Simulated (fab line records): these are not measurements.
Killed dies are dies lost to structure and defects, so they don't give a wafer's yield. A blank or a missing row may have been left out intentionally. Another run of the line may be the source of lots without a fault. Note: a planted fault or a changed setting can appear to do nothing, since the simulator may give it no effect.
Which tool did it? / flow rit_cmos / 6 lots, 18 wafers sampled, at 2 steps of a route of 202

== WHAT EACH GAUGE READ, for each wafer ==
RIT_PRETRO_TW_MEAS_10.
lot=L316; measured=day 2 12:58; on=film_metro-02; PRETRO_TW=471 471 474
lot=L318; measured=day 2 22:24; on=film_metro-04; PRETRO_TW=465 466 463
lot=L320; measured=day 3 10:34; on=film_metro-04; PRETRO_TW=467 470 469
lot=L326; measured=day 4 17:18; on=film_metro-04; PRETRO_TW=465 466 468
lot=L331; measured=day 5 16:08; on=film_metro-03; PRETRO_TW=475 478 475
lot=L335; measured=day 6 11:44; on=film_metro-02; PRETRO_TW=474 475 474

== WHICH TOOL RAN EACH LOT (tool, then ch and the chambers of the sampled wafers, then the start) ==
lot=L316; RIT_PRETRO_IMPLANT_08=implanter-04 ch 0, day 2 12:38
lot=L318; RIT_PRETRO_IMPLANT_08=implanter-01 ch 0, day 2 22:05
lot=L320; RIT_PRETRO_IMPLANT_08=implanter-04 ch 0, day 3 10:14
lot=L326; RIT_PRETRO_IMPLANT_08=implanter-01 ch 0, day 4 16:58
lot=L331; RIT_PRETRO_IMPLANT_08=implanter-01 ch 0, day 5 15:50
lot=L335; RIT_PRETRO_IMPLANT_08=implanter-01 ch 0, day 6 11:25
- RIT_PRETRO_IMPLANT_08

== THE ANSWER, worked out from the rows above alone ==
Rule: the lots themselves supply what counts as usual. The widest of any qualifying gaps counts: lots, ordered by their means at a reading, are off when they make up no more than a third of the lots, leave a main group of 4 or more, and stand apart from it by 3 or more times the standard deviation of that group's means. Not used: any main group whose means are identical at the precision the tables above print for the reading. Also off: a lot with no number at a reading for which 4 or more lots have one. The other lots that the step has rows for count as sound.
Nothing can be told from this: no lot is off at any reading shown.

== WHAT HAD BEEN PUT IN BY THE SIMULATOR ==
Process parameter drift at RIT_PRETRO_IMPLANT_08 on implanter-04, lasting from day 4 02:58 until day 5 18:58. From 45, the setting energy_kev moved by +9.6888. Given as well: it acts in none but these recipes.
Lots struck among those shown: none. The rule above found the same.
